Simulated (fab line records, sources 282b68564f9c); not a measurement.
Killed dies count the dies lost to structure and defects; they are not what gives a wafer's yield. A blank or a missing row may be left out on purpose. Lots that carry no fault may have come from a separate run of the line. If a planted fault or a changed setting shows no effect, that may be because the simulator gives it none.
Which tool was responsible? | flow rit_cmos | 14 lots with 42 wafers sampled at 5 steps, on a route of 202 steps

== WHAT EACH GAUGE READ, for each wafer ==
RIT_ACTIVE_BOW_MEAS_00. Usual: INCOMING_BOW gives -1 um (standard deviation 6.3).
lot  | measured    | on            | INCOMING_BOW (um) | flag
L610 | day 1 10:00 | film_metro-04 | -4 -10 0          |
L611 | day 1 15:00 | film_metro-01 | 2 10 1            |
L613 | day 2 01:00 | film_metro-02 | 1 -3 -2           |
L615 | day 2 11:01 | film_metro-02 | 8 0 -5            |
L616 | day 2 16:00 | film_metro-04 | -5 -11 9          |
L617 | day 2 21:00 | film_metro-04 | 2 -1 7            |
L618 | day 3 02:00 | film_metro-02 | 0 -12 7           |
L619 | day 3 07:01 | film_metro-01 | 6 -9 -1           |
L620 | day 3 12:00 | film_metro-02 | -5 6 1            |
L621 | day 3 17:01 | film_metro-02 | 14 2 -2           |
L624 | day 4 08:00 | film_metro-02 | 2 -20 -8          |
L626 | day 4 18:01 | film_metro-04 | -2 2 3            |
L627 | day 4 23:00 | film_metro-01 | 10 -9 1           |
L631 | day 5 19:01 | film_metro-01 | 6 -2 -11          |

RIT_NWELL_TW_MEAS_10. Usual: NWELL_TW gives 2124 (standard deviation 21).
lot  | measured    | on            | NWELL_TW       | flag
L610 | day 1 23:02 | film_metro-02 | 2118 2119 2112 |
L611 | day 2 04:18 | film_metro-04 | 2147 2148 2140 |
L613 | day 2 12:00 | film_metro-03 | 2095 2105 2111 |
L615 | day 3 00:05 | film_metro-02 | 2123 2125 2135 |
L616 | day 3 03:58 | film_metro-02 | 2121 2118 2122 |
L617 | day 3 09:05 | film_metro-04 | 2143 2152 2156 |
L618 | day 3 13:30 | film_metro-03 | 2096 2102 2090 |
L619 | day 3 19:25 | film_metro-02 | 2134 2130 2133 |
L620 | day 4 00:02 | film_metro-03 | 2114 2104 2119 |
L621 | day 4 03:45 | film_metro-04 | 2146 2142 2133 |
L624 | day 4 19:34 | film_metro-04 | 2147 2157 2154 |
L626 | day 5 04:57 | film_metro-04 | 2153 2144 2149 |
L627 | day 5 10:41 | film_metro-03 | 2101 2101 2093 |
L631 | day 6 10:52 | film_metro-04 | 2129 2124 2117 |

RIT_PWELL_TW_MEAS_10. Usual: PWELL_TW gives 948 (standard deviation 8.8).
lot  | measured    | on            | PWELL_TW    | flag
L610 | day 2 00:35 | film_metro-02 | 951 952 951 |
L611 | day 2 05:58 | film_metro-03 | 946 942 940 |
L613 | day 2 13:41 | film_metro-02 | 949 950 947 |
L615 | day 3 01:56 | film_metro-04 | 956 961 955 |
L616 | day 3 05:38 | film_metro-02 | 945 943 948 |
L617 | day 3 10:42 | film_metro-04 | 957 965 961 |
L618 | day 3 15:03 | film_metro-04 | 958 957 958 |
L619 | day 3 20:58 | film_metro-02 | 947 947 949 |
L620 | day 4 01:46 | film_metro-02 | 952 949 953 |
L621 | day 4 05:25 | film_metro-03 | 934 933 938 |
L624 | day 4 21:14 | film_metro-03 | 940 945 940 |
L626 | day 5 06:37 | film_metro-04 | 30 30 30    | OFF
L627 | day 5 12:22 | film_metro-03 | 30 30 30    | OFF
L631 | day 6 12:25 | film_metro-02 | 941 946 944 |

RIT_NSD_TW_MEAS_10. Usual: NSD_TW gives 3120 (standard deviation 24).
lot  | measured    | on            | NSD_TW         | flag
L610 | day 3 02:06 | film_metro-04 | 3145 3143 3135 |
L611 | day 3 06:12 | film_metro-01 | 3160 3169 3154 |
L613 | day 3 14:29 | film_metro-04 | 3127 3126 3133 |
L615 | day 4 02:25 | film_metro-02 | 3112 3116 3114 |
L616 | day 4 05:31 | film_metro-02 | 3088 3100 3100 |
L617 | day 4 10:43 | film_metro-02 | 3112 3104 3118 |
L618 | day 4 15:13 | film_metro-02 | 3103 3117 3116 |
L619 | day 4 21:16 | film_metro-04 | 3113 3123 3137 |
L620 | day 5 01:56 | film_metro-02 | 3101 3090 3106 |
L621 | day 5 06:09 | film_metro-01 | 3165 3149 3144 |
L624 | day 5 22:19 | film_metro-01 | 3143 3145 3147 |
L631 | day 7 13:06 | film_metro-01 | 3126 3145 3137 |

== WHAT TOOL EACH LOT RAN ON (gives the tool, then ch and the chambers of the sampled wafers, and finally the start) ==
lot  | RIT_NWELL_STRIP_09
L610 | plasma_asher-02 ch 0,1, day 1 22:52
L611 | plasma_asher-02 ch 0,1, day 2 04:07
L613 | plasma_asher-03 ch 0,1, day 2 11:50
L615 | plasma_asher-01 ch 0,1, day 2 23:54
L616 | plasma_asher-03 ch 0,1, day 3 03:47
L617 | plasma_asher-02 ch 0,1, day 3 08:55
L618 | plasma_asher-01 ch 0,1, day 3 13:20
L619 | plasma_asher-01 ch 0,1, day 3 19:13
L620 | plasma_asher-03 ch 0,1, day 3 23:52
L621 | plasma_asher-02 ch 1, day 4 03:34
L624 | plasma_asher-01 ch 0,1, day 4 19:23
L626 | plasma_asher-01 ch 0,1, day 5 04:46
L627 | plasma_asher-02 ch 0,1, day 5 10:31
L631 | plasma_asher-01 ch 0,1, day 6 10:41
- RIT_NWELL_STRIP_09: strips in O2, time 180 s.

== WHAT THE TOOLS THEMSELVES READ (means of the sampled wafers that have a number; where no wafer has one, the mark that the record gives instead) ==
RIT_NWELL_STRIP_09. Usual: chamber_pressure_mTorr 4000 mTorr, standard deviation 3.7; drypump_motor_current_A 5.5 A, standard deviation 0.38.
lot  | tool            | chamber_pressure_mTorr (mTorr) | drypump_motor_current_A (A) | flag
L610 | plasma_asher-02 | 3998                           | 5.7                         |
L611 | plasma_asher-02 | 4001                           | 5.6                         |
L613 | plasma_asher-03 | 4001                           | 5.6                         |
L615 | plasma_asher-01 | 4000                           | 5.6                         |
L616 | plasma_asher-03 | 4000                           | 5.7                         |
L617 | plasma_asher-02 | 4000                           | 5.7                         |
L618 | plasma_asher-01 | 4002                           | 5.4                         |
L619 | plasma_asher-01 | 4000                           | 5.4                         |
L620 | plasma_asher-03 | 3999                           | 5.7                         |
L621 | plasma_asher-02 | 4000                           | 5.7                         |
L624 | plasma_asher-01 | 3998                           | 5.4                         |
L626 | plasma_asher-01 | -                              | -                           | OFF
L627 | plasma_asher-02 | -                              | -                           | OFF
L631 | plasma_asher-01 | 4003                           | 5.4                         |

== THE ANSWER, worked out from the rows above alone ==
Rule: take the mean of a lot's wafers that have a number; if it is more than 3 standard deviations from the usual mean, the lot is off. Also off: a lot with no number at a reading for which 4 or more lots have one. Any other lot the step has rows for is counted as sound. Order of review: gauges by route order, followed by the tools' own readings, for which a lot's mean as printed above is used. At the first step where some lot is off, the reading lying furthest off is the one used; lots without a number count as furthest.
Off: at RIT_PWELL_TW_MEAS_10 (PWELL_TW), L626, L627.
A tool fits if, at a process step before that reading, it ran every lot that is off, and no sound lot after the first of them. Not tried: the gauges at RIT_PWELL_TW_MEAS_10; whatever is off there is also off at RIT_NWELL_STRIP_09, on other tools, and gauge error can't account for it. Of those tried, none fits.

== WHAT HAD BEEN PUT IN BY THE SIMULATOR ==
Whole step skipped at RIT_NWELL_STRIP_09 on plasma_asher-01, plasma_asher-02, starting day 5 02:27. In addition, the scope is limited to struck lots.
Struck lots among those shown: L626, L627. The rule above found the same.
